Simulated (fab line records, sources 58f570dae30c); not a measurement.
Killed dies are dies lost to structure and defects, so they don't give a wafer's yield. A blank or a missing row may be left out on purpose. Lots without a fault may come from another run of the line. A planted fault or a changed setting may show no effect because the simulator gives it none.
Which tool did it? | flow berkeley_cmos170 | 7 lots, 21 wafers sampled, at 1 step of a route of 331

WHAT THE GAUGES READ, wafer by wafer
UCB170_ACTIVE_OVL_MEAS_14.
lot  | measured    | on         | ACTIVE_OVL (nm)
L574 | day 5 17:18 | overlay-01 | 1 1 -1
L576 | day 6 01:49 | overlay-02 | -4 -4 4
L579 | day 6 08:30 | overlay-01 | -3 -4 -7
L580 | day 6 19:07 | overlay-02 | 2 3 2
L583 | day 7 02:17 | overlay-02 | 3 3 14
L588 | day 8 08:05 | overlay-02 | 2 4 -3
L590 | day 8 14:49 | overlay-02 | 8 3 -1

WHICH TOOL RAN EACH LOT (tool, then ch and the chambers of the sampled wafers, then the start)
The record holds no process step before these readings.

THE ANSWER, worked out from the rows above alone
Rule: what is usual is taken from the lots themselves. Put in order of their means at a reading, lots are off if they are a third of the lots or fewer, leave a main group of 4 or more, and stand apart from it by a gap of 3 or more times the standard deviation of the main group's means; of several such gaps the widest counts. A main group whose means are all the same, to the digits that the tables above print for the reading, isn't used. A lot without any number at a reading at which 4 lots or more have one is off too. The other lots that the step has rows for count as sound.
No lot is off at any reading shown: from this, nothing can be told.

WHAT THE SIMULATOR HAD PUT IN
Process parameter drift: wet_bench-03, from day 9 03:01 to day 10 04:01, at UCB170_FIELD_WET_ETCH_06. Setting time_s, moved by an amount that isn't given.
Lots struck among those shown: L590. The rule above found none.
